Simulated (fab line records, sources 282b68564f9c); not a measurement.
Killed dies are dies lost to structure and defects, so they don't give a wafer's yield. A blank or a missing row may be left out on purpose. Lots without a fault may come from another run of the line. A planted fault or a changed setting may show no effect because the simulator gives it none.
fab line records | flow rit_cmos
record lots=14 wafers=42 last_day=8
route steps=202 shown ACTIVE@14 NWELL@36 PRETRO@70 GATE@85 M1@202
lots that met no fault: from a run of the same line without faults
start_h: hours from the record's first day to the start of the lot's first wafer shown | wait_h: hours since the lot's step before | " the same as in the row above | L1.1+2: a row that stands for several wafers | - no value, or no start given | * or withheld: withheld | < > ~ a bound
route shown NAME@n: a module of which the file shows steps, and the number in the route of the first | usual: mean/standard deviation of fault-free wafers | same: alike in all rows | chamber/n: place in a boat | sites: the reading at each site | _std_site: their standard deviation | _edge_site: outer sites' mean less inner sites' | radius_mm: how far each site lies from the wafer's centre | mask NAME#n: copy n | behind: the tool/chamber that last shaped the wafer | hold: why the lot was held/for how many hours/how that ended | device: the transistor (n, p or np) that didn't switch | end of line: the same wafers' tests at the end of the route | a step without rows: its recipe alone | killed: dies lost to structure and defects at the first sort, not the wafer's yield | map: a wafer's dies, x killed, . not, _ none there
set.NAME: the setting as run; set.NAME@STEP: as run at that earlier step | model.NAME: the simulator's own value behind a step, which no gauge read
steps of the route over a sample of lots; a table a step, a row a wafer
services: from which hour (start_h, from the record's first day; less than 0 if before it) a tool's chamber was out of use, for how many hours, and why
## steps
# step RIT_ACTIVE_ETCH_13
# recipe stop_on=SiO2 chemistry=SF6 target=Si3N4 time_s=210 over_etch_frac=0.4 SF6_flow_sccm=200 pressure_mtorr=260 rf_w=125 target_depth_a=2100
# usual drypump_motor_current_A=5.7/0.3 oes_product_au=0.818/0.012 rf_fwd_power_W=124.5/0.4 throttle_valve_pct=7.48/0.11
# columns lot.wafer tool chamber start_h wait_h drypump_motor_current_A oes_product_au rf_fwd_power_W rf_hours_counter_h throttle_valve_pct
L522.1 rie_diel-02 2 22.79 0.1 6.1 0.808 124.1 129 7.33
L522.3 " 3 " " 5.8 0.821 124.6 6 7.66
L522.4 " 1 " " 5.6 0.821 124.6 26 7.30
L524.2 rie_diel-04 0 30.32 0.1 6.1 0.805 124.7 33 7.55
L524.5 " 1 " " 5.2 0.811 123.4 - 7.51
L524.6 " 0 " " 6.1 0.799 124.6 - 7.56
L527.3 rie_diel-04 1 46.42 0.1 5.2 0.811 124.1 50 7.51
L527.4 " 2 " " 5.3 0.826 124.4 133 7.48
L527.6 " 3 " " 5.5 0.807 124.1 - 7.52
L528.1 rie_diel-02 3 50.92 0.1 5.8 0.819 124.5 7 7.66
L528.2 " 0 " " 5.6 0.835 124.7 2 7.44
L528.3 " 1 " " 5.6 0.825 124.4 27 7.28
L529.1 rie_diel-01 1 56.39 0.1 5.8 0.815 124.5 147 7.63
L529.5 " 3 " " 5.9 0.842 124.7 - 7.46
L529.6 " 2 " " 5.4 0.817 124.6 - 7.36
L530.1 rie_diel-01 2 64.14 0.1 5.4 0.822 124.1 13 7.38
L530.2 " 0 " " 6.2 0.832 124.5 92 7.68
L530.5 " 2 " " 5.4 0.824 124.3 - 7.35
L531.2 rie_diel-04 2 68.73 0.1 5.2 0.805 124.1 134 7.46
L531.5 " 2 " " 5.2 0.807 124.0 - 7.46
L531.6 " 1 " " 5.2 0.812 124.8 - 7.51
L532.2 rie_diel-01 2 72.77 0.1 5.5 0.827 124.1 14 7.36
L532.3 " 1 " " 5.7 0.813 124.2 147 7.63
L532.6 " 2 " " 5.4 0.820 124.2 - 7.35
L534.2 rie_diel-02 1 81.25 0.1 5.6 0.824 124.1 27 7.30
L534.3 " 2 " " 6.1 0.825 124.8 130 7.33
L534.5 " 3 " " 5.8 0.828 124.3 - 7.66
L537.1 rie_diel-04 3 96.79 0.1 5.5 0.807 124.4 96 7.48
L537.4 " 1 " " 5.2 0.806 124.5 51 7.51
L537.5 " 3 " " 5.5 0.805 124.7 - 7.51
L538.2 rie_diel-02 2 104.23 0.1 6.1 0.808 124.4 130 7.33
L538.3 " 3 " " 5.8 0.836 123.4 7 7.68
L538.6 " 1 " " 5.6 0.820 124.6 - 7.29
L540.2 rie_diel-02 3 113.40 0.1 5.8 0.829 124.0 8 7.65
L540.5 " 3 " " 5.8 0.823 123.9 - 7.63
L540.6 " 2 " " 6.1 0.818 125.1 - 7.34
L543.2 rie_diel-02 0 130.25 0.1 5.7 0.839 124.6 3 7.46
L543.3 " 3 " " 5.8 0.836 124.2 8 7.64
L543.5 " 2 " " 6.1 0.816 124.2 - 7.33
L544.2 rie_diel-02 0 137.87 0.1 5.6 0.832 124.3 3 7.45
L544.3 " 1 " " 5.6 0.813 124.8 28 7.29
L544.5 " 3 " " 5.8 0.830 124.4 - 7.65
# step RIT_NWELL_IMPLANT_08
# recipe species=P energy_kev=172.6 dose_cm2=5e+13 tilt_deg=7
# usual dose_ions_cm2=5e+13/5.6e+10 faraday_current_uA=159/3.3
# columns lot.wafer tool chamber start_h wait_h dose_ions_cm2 faraday_current_uA
L522.1 implanter-03 0 30.59 0.2 4.998e+13 161
L522.3 " 0 " " 4.993e+13 163
L522.4 " 0 " " 4.998e+13 158
L524.2 implanter-03 0 37.98 0.2 4.99e+13 156
L524.5 " 0 " " 4.994e+13 159
L524.6 " 0 " " 4.996e+13 154
L527.3 implanter-04 0 52.38 0.2 4.986e+13 158
L527.4 " 0 " " 4.995e+13 160
L527.6 " 0 " " 5.002e+13 155
L528.1 implanter-04 0 65.39 0.2 5.001e+13 159
L528.2 " 0 " " 4.989e+13 155
L528.3 " 0 " " 4.999e+13 162
L529.1 implanter-02 0 68.85 0.2 5.015e+13 161
L529.5 " 0 " " 5.012e+13 154
L529.6 " 0 " " 5e+13 157
L530.1 implanter-04 0 71.75 0.2 4.996e+13 162
L530.2 " 0 " " 4.996e+13 156
L530.5 " 0 " " 4.988e+13 162
L531.2 implanter-04 0 76.47 0.2 4.998e+13 162
L531.5 " 0 " " 4.996e+13 159
L531.6 " 0 " " 5e+13 156
L532.2 implanter-03 0 81.60 0.2 5e+13 158
L532.3 " 0 " " 4.998e+13 155
L532.6 " 0 " " 4.996e+13 157
L534.2 implanter-03 0 87.00 0.2 5.005e+13 158
L534.3 " 0 " " 5.002e+13 157
L534.5 " 0 " " 5.002e+13 159
L537.1 implanter-04 0 104.18 0.2 4.097e+13 132
L537.4 " 0 " " 4.094e+13 129
L537.5 " 0 " " 4.094e+13 126
L538.2 implanter-04 0 113.55 0.2 4.095e+13 127
L538.3 " 0 " " 4.104e+13 131
L538.6 " 0 " " 4.105e+13 127
L540.2 implanter-02 0 121.32 0.2 4.998e+13 159
L540.5 " 0 " " 5.004e+13 161
L540.6 " 0 " " 5e+13 160
L543.2 implanter-03 0 140.91 0.2 4.996e+13 162
L543.3 " 0 " " 5.007e+13 162
L543.5 " 0 " " 4.992e+13 163
L544.2 implanter-02 0 150.47 0.2 4.995e+13 154
L544.3 " 0 " " 4.997e+13 157
L544.5 " 0 " " 5.005e+13 147
# step RIT_NWELL_TW_MEAS_10
# usual NWELL_TW=2160/19
# columns lot.wafer tool chamber start_h wait_h NWELL_TW
L522.1 film_metro-02 - 30.92 0.1 2176
L522.3 " - " " 2158
L522.4 " - " " 2174
L524.2 film_metro-01 - 38.29 0.1 2150
L524.5 " - " " 2132
L524.6 " - " " 2133
L527.3 film_metro-01 - 52.68 0.1 2151
L527.4 " - " " 2136
L527.6 " - " " 2150
L528.1 film_metro-02 - 65.71 0.1 2174
L528.2 " - " " 2164
L528.3 " - " " 2184
L529.1 film_metro-01 - 69.17 0.1 2139
L529.5 " - " " 2138
L529.6 " - " " 2138
L530.1 film_metro-04 - 72.08 0.1 2167
L530.2 " - " " 2170
L530.5 " - " " 2177
L531.2 film_metro-02 - 76.78 0.1 2141
L531.5 " - " " 2156
L531.6 " - " " 2151
L532.2 film_metro-01 - 81.91 0.1 2148
L532.3 " - " " 2156
L532.6 " - " " 2156
L534.2 film_metro-04 - 87.31 0.1 2179
L534.3 " - " " 2185
L534.5 " - " " 2181
L537.1 film_metro-04 - 104.50 0.1 2050
L537.4 " - " " 2050
L537.5 " - " " 2043
L538.2 film_metro-02 - 113.86 0.1 2029
L538.3 " - " " 2021
L538.6 " - " " 2022
L540.2 film_metro-02 - 121.63 0.1 2152
L540.5 " - " " 2155
L540.6 " - " " 2159
L543.2 film_metro-04 - 141.22 0.1 2171
L543.3 " - " " 2186
L543.5 " - " " 2193
L544.2 film_metro-04 - 150.78 0.1 2171
L544.3 " - " " 2179
L544.5 " - " " 2160
# step RIT_WELLDRIVE_RS_MEAS_01
# recipe thk_meas_gauge=four-point-probe
# usual NWELL_RS=275.5/0.85
# columns lot.wafer tool chamber start_h wait_h NWELL_RS[ohm/sq]
L522.1 film_metro-01 - 39.02 0.0 275.7
L522.3 " - " " 275.2
L522.4 " - " " 275.7
L524.2 film_metro-01 - 45.10 0.0 275.4
L524.5 " - " " 275.6
L524.6 " - " " 275.9
L527.3 film_metro-01 - 62.27 0.0 274.8
L527.4 " - " " 276.4
L527.6 " - " " 275.8
L528.1 film_metro-01 - 72.95 0.0 277.1
L528.2 " - " " 276.3
L528.3 " - " " 277.0
L529.1 film_metro-04 - 77.14 0.0 275.6
L529.5 " - " " 275.4
L529.6 " - " " 276.2
L530.1 film_metro-04 - 80.66 0.0 275.9
L530.2 " - " " 276.1
L530.5 " - " " 276.0
L531.2 film_metro-04 - 84.30 0.0 275.9
L531.5 " - " " 275.4
L531.6 " - " " 275.3
L532.2 film_metro-02 - 88.75 0.0 274.3
L532.3 " - " " 274.8
L532.6 " - " " 274.2
L534.2 film_metro-04 - 95.41 0.0 274.8
L534.3 " - " " 274.7
L534.5 " - " " 275.1
L537.1 film_metro-01 - 113.18 0.0 308.4
L537.4 " - " " 309.4
L537.5 " - " " 308.5
L538.2 film_metro-01 - 121.49 0.0 312.8
L538.3 " - " " 311.8
L538.6 " - " " 311.9
L540.2 film_metro-04 - 128.33 0.0 276.4
L540.5 " - " " 275.1
L540.6 " - " " 276.0
L543.2 film_metro-02 - 149.35 0.0 274.9
L543.3 " - " " 275.5
L543.5 " - " " 275.0
L544.2 film_metro-01 - 158.06 0.0 276.8
L544.3 " - " " 276.8
L544.5 " - " " 276.8
# step RIT_PRETRO_OVL_MEAS_06
# usual PRETRO_OVL=-0.3/1.3
# columns lot.wafer tool chamber start_h wait_h PRETRO_OVL[nm]
L522.1 overlay-02 - 42.02 - -1.5
L522.3 " - " " 0.3
L522.4 " - " " 0.1
L524.2 overlay-02 - 48.10 - -1.0
L524.5 " - " " 0.1
L524.6 " - " " 0.1
L527.3 overlay-02 - 65.04 - 0.3
L527.4 " - " " -2.2
L527.6 " - " " -1.4
L528.1 overlay-01 - 75.74 - 0.7
L528.2 " - " " 0.6
L528.3 " - " " -0.6
L529.1 overlay-02 - 79.81 - -1.2
L529.5 " - " " -2.2
L529.6 " - " " -1.1
L530.1 overlay-02 - 83.58 - 1.9
L530.2 " - " " 0.3
L530.5 " - " " 0.6
L531.2 overlay-02 - 87.01 - 1.7
L531.5 " - " " 0.1
L531.6 " - " " 0.3
L532.2 overlay-02 - 91.68 - -0.2
L532.3 " - " " -0.2
L532.6 " - " " -0.9
L534.2 overlay-02 - 98.31 - -0.8
L534.3 " - " " -1.3
L534.5 " - " " 0.6
L537.1 overlay-01 - 115.85 - -1.0
L537.4 " - " " -0.7
L537.5 " - " " -0.4
L538.2 overlay-02 - 124.15 - 2.0
L538.3 " - " " 0.3
L538.6 " - " " 1.1
L540.2 overlay-02 - 130.99 - -0.9
L540.5 " - " " -0.5
L540.6 " - " " 0.3
L543.2 overlay-02 - 152.13 - 0.5
L543.3 " - " " 0.4
L543.5 " - " " 0.2
L544.2 overlay-01 - 160.85 - -1.4
L544.3 " - " " -2.7
L544.5 " - " " 0.1
# step RIT_GATE_THK_MEAS_09
# recipe reads=poly-Si_of_GATE_CVD_08
# usual GATE_POLY_THK=249.9/2.2
# columns lot.wafer tool chamber start_h wait_h GATE_POLY_THK[nm]
L522.1 film_metro-01 - 48.51 0.0 250.2
L522.3 " - " " 251.2
L522.4 " - " " 251.4
L524.2 film_metro-03 - 57.52 0.0 250.4
L524.5 " - " " 251.4
L524.6 " - " " 249.4
L527.3 film_metro-04 - 70.07 0.0 248.9
L527.4 " - " " 250.9
L527.6 " - " " 250.4
L528.1 film_metro-01 - 83.39 0.0 250.7
L528.2 " - " " 250.9
L528.3 " - " " 252.4
L529.1 film_metro-03 - 85.82 0.0 247.7
L529.5 " - " " 247.2
L529.6 " - " " 248.4
L530.1 film_metro-04 - 91.46 0.0 246.8
L530.2 " - " " 246.6
L530.5 " - " " 248.8
L531.2 film_metro-01 - 96.04 0.0 250.8
L531.5 " - " " 252.0
L531.6 " - " " 248.6
L532.2 film_metro-04 - 98.47 0.0 248.4
L532.3 " - " " 249.2
L532.6 " - " " 247.0
L534.2 film_metro-04 - 109.27 0.0 251.0
L534.3 " - " " 252.2
L534.5 " - " " 250.3
L537.1 film_metro-03 - 121.94 0.0 251.4
L537.4 " - " " 251.3
L537.5 " - " " 251.6
L538.2 film_metro-01 - 139.00 0.0 254.9
L538.3 " - " " 252.8
L538.6 " - " " 253.9
L540.2 film_metro-04 - 144.77 0.0 251.4
L540.5 " - " " 252.4
L540.6 " - " " 250.5
L543.2 film_metro-01 - 161.91 0.0 249.3
L543.3 " - " " 250.6
L543.5 " - " " 248.5
L544.2 film_metro-03 - 172.66 0.0 247.0
L544.3 " - " " 247.2
L544.5 " - " " 245.7
# step RIT_M1_PROBE_99
# usual killed_at_front_end=7/3.1 killed_dies=7/3.1 killed_open=3.6/2.2 killed_short=3.4/2.1
# same gross_dies=264 killed_at_M0_to_M3=0 killed_at_M4_up=0 killed_at_back_side=0 killed_at_contacts=0 killed_at_other=0
# columns lot.wafer tool chamber start_h wait_h killed_at_front_end killed_dies killed_open killed_short
L522.1 prober-01 - 74.05 0.1 5 5 2 3
L522.3 prober-01 - 74.15 0.2 13 13 3 10
L522.4 prober-01 - 74.20 0.2 7 7 4 3
L524.2 prober-02 - 84.37 0.1 7 7 3 4
L524.5 prober-02 - 84.52 0.2 8 8 6 2
L524.6 prober-02 - 84.57 0.2 4 4 1 3
L527.3 prober-01 - 95.21 0.2 6 6 4 2
L527.4 prober-01 - 95.26 0.2 2 2 1 1
L527.6 prober-01 - 95.36 0.2 5 5 3 2
L528.1 prober-02 - 109.49 0.1 6 6 5 1
L528.2 prober-02 - 109.54 0.1 7 7 6 1
L528.3 prober-02 - 109.59 0.2 3 3 1 2
L529.1 prober-01 - 112.51 0.1 6 6 2 4
L529.5 prober-01 - 112.71 0.2 10 10 6 4
L529.6 prober-01 - 112.76 0.2 5 5 2 3
L530.1 prober-02 - 115.19 0.1 10 10 7 3
L530.2 prober-02 - 115.24 0.1 11 11 7 4
L530.5 prober-02 - 115.39 0.2 5 5 2 3
L531.2 prober-01 - 118.28 0.1 3 3 1 2
L531.5 prober-01 - 118.43 0.2 12 12 7 5
L531.6 prober-01 - 118.48 0.2 0 0 0 0
L532.2 prober-02 - 126.17 0.1 6 6 2 4
L532.3 prober-02 - 126.22 0.2 8 8 4 4
L532.6 prober-02 - 126.37 0.2 6 6 5 1
L534.2 prober-02 - 137.95 0.1 6 6 5 1
L534.3 prober-02 - 138.00 0.2 4 4 2 2
L534.5 prober-02 - 138.10 0.2 3 3 1 2
L537.1 prober-01 - 151.82 0.1 12 12 5 7
L537.4 prober-01 - 151.97 0.2 9 9 4 5
L537.5 prober-01 - 152.02 0.2 3 3 1 2
L538.2 prober-02 - 162.29 0.1 3 3 0 3
L538.3 prober-02 - 162.34 0.2 4 4 3 1
L538.6 prober-02 - 162.49 0.2 9 9 3 6
L540.2 prober-01 - 170.06 0.1 2 2 0 2
L540.5 prober-01 - 170.21 0.2 6 6 4 2
L540.6 prober-01 - 170.26 0.2 9 9 7 2
L543.2 prober-02 - 185.07 0.1 6 6 5 1
L543.3 prober-02 - 185.12 0.2 1 1 1 0
L543.5 prober-02 - 185.22 0.2 7 7 3 4
L544.2 prober-01 - 197.33 0.1 7 7 4 3
L544.3 prober-01 - 197.38 0.2 5 5 0 5
L544.5 prober-01 - 197.48 0.2 7 7 0 7
# killed by level:class
L522.1 FOX1:geometric_particle:short=1 FOX1:geometric_particle:open=1 GATE:geometric_particle:short=1 GATE:geometric_particle:open=1 REOX:geometric_particle:short=1
L522.3 GATE:geometric_particle:short=3 FOX2:geometric_particle:short=2 GATE:geometric_particle:open=2 REOX:geometric_particle:short=2 FOX1:geometric_particle:short=1 SPACER:geometric_particle:short=1 SILICIDE:geometric_particle:short=1 SILICIDE:geometric_particle:open=1
L522.4 REOX:geometric_particle:open=2 REOX:geometric_particle:short=2 ACTIVE:geometric_particle:open=1 GATE:geometric_particle:short=1 SPACER:geometric_particle:open=1
L524.2 GATE:geometric_particle:short=3 GATE:geometric_particle:open=2 FOX1:geometric_particle:short=1 REOX:geometric_particle:open=1
L524.5 GATE:geometric_particle:open=4 REOX:geometric_particle:open=2 GATE:geometric_particle:short=1 SILICIDE:geometric_particle:short=1
L524.6 GATE:geometric_particle:short=2 FOX1:geometric_particle:short=1 GATE:geometric_particle:open=1
L527.3 REOX:geometric_particle:open=2 GATE:geometric_particle:short=1 SPACER:geometric_particle:short=1 SPACER:geometric_particle:open=1 SILICIDE:geometric_particle:open=1
L527.4 FOX2:geometric_particle:short=1 GATE:geometric_particle:open=1
L527.6 GATE:geometric_particle:short=2 FOX1:geometric_particle:open=1 FOX2:geometric_particle:open=1 REOX:geometric_particle:open=1
L528.1 GATE:geometric_particle:open=3 SILICIDE:geometric_particle:open=2 SILICIDE:geometric_particle:short=1
L528.2 SILICIDE:geometric_particle:open=3 GATE:geometric_particle:open=2 REOX:geometric_particle:open=1 SPACER:geometric_particle:short=1
L528.3 FOX1:geometric_particle:open=1 GATE:geometric_particle:short=1 REOX:geometric_particle:short=1
L529.1 SILICIDE:geometric_particle:short=3 GATE:geometric_particle:open=1 GATE:geometric_particle:short=1 REOX:geometric_particle:open=1
L529.5 GATE:geometric_particle:open=5 GATE:geometric_particle:short=2 FOX1:geometric_particle:short=1 SPACER:geometric_particle:open=1 SILICIDE:geometric_particle:short=1
L529.6 GATE:geometric_particle:short=2 FOX1:geometric_particle:open=1 GATE:geometric_particle:open=1 REOX:geometric_particle:short=1
L530.1 GATE:geometric_particle:open=3 SPACER:geometric_particle:open=2 FOX2:geometric_particle:short=1 REOX:geometric_particle:short=1 REOX:geometric_particle:open=1 SILICIDE:geometric_particle:short=1 SILICIDE:geometric_particle:open=1
L530.2 GATE:geometric_particle:short=2 REOX:geometric_particle:open=2 SPACER:geometric_particle:open=2 FOX1:geometric_particle:open=1 FOX2:geometric_particle:open=1 FOX2:geometric_particle:short=1 GATE:geometric_particle:open=1 REOX:geometric_particle:short=1
L530.5 GATE:geometric_particle:short=2 GATE:geometric_particle:open=1 SILICIDE:geometric_particle:open=1 SILICIDE:geometric_particle:short=1
L531.2 FOX2:geometric_particle:short=1 GATE:geometric_particle:open=1 SPACER:geometric_particle:short=1
L531.5 GATE:geometric_particle:open=5 GATE:geometric_particle:short=4 FOX2:geometric_particle:short=1 REOX:geometric_particle:open=1 SPACER:geometric_particle:open=1
L531.6
L532.2 FOX1:geometric_particle:short=1 GATE:geometric_particle:open=1 GATE:geometric_particle:short=1 REOX:geometric_particle:open=1 REOX:geometric_particle:short=1 SPACER:geometric_particle:short=1
L532.3 GATE:geometric_particle:short=3 GATE:geometric_particle:open=3 FOX1:geometric_particle:short=1 FOX2:geometric_particle:open=1
L532.6 SILICIDE:geometric_particle:open=2 REOX:geometric_particle:short=1 FOX1:geometric_particle:open=1 REOX:geometric_particle:open=1 SPACER:geometric_particle:open=1
L534.2 GATE:geometric_particle:open=2 REOX:geometric_particle:open=2 SILICIDE:geometric_particle:short=1 SILICIDE:geometric_particle:open=1
L534.3 FOX2:geometric_particle:short=1 GATE:geometric_particle:open=1 GATE:geometric_particle:short=1 SPACER:geometric_particle:open=1
L534.5 GATE:geometric_particle:short=2 GATE:geometric_particle:open=1
L537.1 GATE:geometric_particle:short=4 FOX1:geometric_particle:short=3 GATE:geometric_particle:open=2 SILICIDE:geometric_particle:open=2 FOX1:geometric_particle:open=1
L537.4 SPACER:geometric_particle:short=3 GATE:geometric_particle:short=2 FOX1:geometric_particle:open=1 GATE:geometric_particle:open=1 SPACER:geometric_particle:open=1 SILICIDE:geometric_particle:open=1
L537.5 SPACER:geometric_particle:short=2 SILICIDE:geometric_particle:open=1
L538.2 SPACER:geometric_particle:short=3
L538.3 FOX1:geometric_particle:open=2 GATE:geometric_particle:short=1 SPACER:geometric_particle:open=1
L538.6 FOX1:geometric_particle:short=2 GATE:geometric_particle:short=2 FOX2:geometric_particle:short=1 GATE:geometric_particle:open=1 SPACER:geometric_particle:short=1 SPACER:geometric_particle:open=1 SILICIDE:geometric_particle:open=1
L540.2 GATE:geometric_particle:short=1 SPACER:geometric_particle:short=1
L540.5 REOX:geometric_particle:open=3 FOX1:geometric_particle:open=1 REOX:geometric_particle:short=1 SPACER:geometric_particle:short=1
L540.6 GATE:geometric_particle:open=4 REOX:geometric_particle:open=2 FOX2:geometric_particle:short=1 FOX2:geometric_particle:open=1 GATE:geometric_particle:short=1
L543.2 GATE:geometric_particle:open=3 FOX2:geometric_particle:open=1 SPACER:geometric_particle:open=1 SILICIDE:geometric_particle:short=1
L543.3 GATE:geometric_particle:open=1
L543.5 FOX2:geometric_particle:short=3 FOX1:geometric_particle:open=1 GATE:geometric_particle:short=1 GATE:geometric_particle:open=1 SPACER:geometric_particle:open=1
L544.2 GATE:geometric_particle:open=3 GATE:geometric_particle:short=2 FOX1:geometric_particle:open=1 REOX:geometric_particle:short=1
L544.3 GATE:geometric_particle:short=3 FOX1:geometric_particle:short=1 SPACER:geometric_particle:short=1
L544.5 FOX1:geometric_particle:short=3 GATE:geometric_particle:short=2 REOX:geometric_particle:short=2
## services
# columns tool chamber start_h hours kind
implanter-04 - 1.04 4.7 pm
rie_diel-04 2 5.59 25.7 repair
rie_diel-01 3 10.45 - clean
rie_diel-01 3 10.45 19.0 scheduled_down
rie_diel-01 3 10.45 19.0 vent_cycle
rie_diel-04 0 21.92 3.9 repair
implanter-04 - 30.57 3.9 repair
rie_diel-01 - 33.21 2.8 pm
rie_diel-01 2 37.48 6.7 repair
rie_diel-04 3 60.48 3.4 repair
rie_diel-01 0 64.56 14.7 repair
implanter-03 - 122.56 1.8 repair
implanter-04 - 125.08 2.3 repair
rie_diel-02 - 128.13 0.2 repair
rie_diel-02 3 138.18 8.4 repair
implanter-02 - 143.38 1.5 repair
## key
first_sign step=RIT_NWELL_IMPLANT_08 reading=dose_ions_cm2 direction=down sigmas=99+ usual=5e+13 struck=4.098e+13
effect step=RIT_NWELL_IMPLANT_08 reading=faraday_current_uA direction=down sigmas=9 usual=159 struck=129
effect step=RIT_NWELL_TW_MEAS_10 reading=NWELL_TW direction=down sigmas=6.5 usual=2160 struck=2036
effect step=RIT_WELLDRIVE_RS_MEAS_01 reading=NWELL_RS direction=up sigmas=41 usual=275.5 struck=310.5
met_at RIT_NWELL_IMPLANT_08
struck_lots L537,L538
tester_left_out L537,L538
not_acting_at RIT_ACTIVE_ETCH_13,RIT_PRETRO_OVL_MEAS_06,RIT_GATE_THK_MEAS_09
onset_between 76.47 104.18
fault kind=process_parameter_drift tool=implanter-04 chamber=- onset_h=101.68 steps=RIT_NWELL_IMPLANT_08 channel=dose_cm2 offset=-9e+12 shape=step end_h=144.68 acts_in=these_recipes_only stated=5e+13
# tester_left_out: of these lots the tester's yield and bins aren't shown, on N5 and GAA mostly nor the transistor test; their killed dies are dies lost to structure and defects alone, not to doping, threshold or leakage, so they don't give the yield
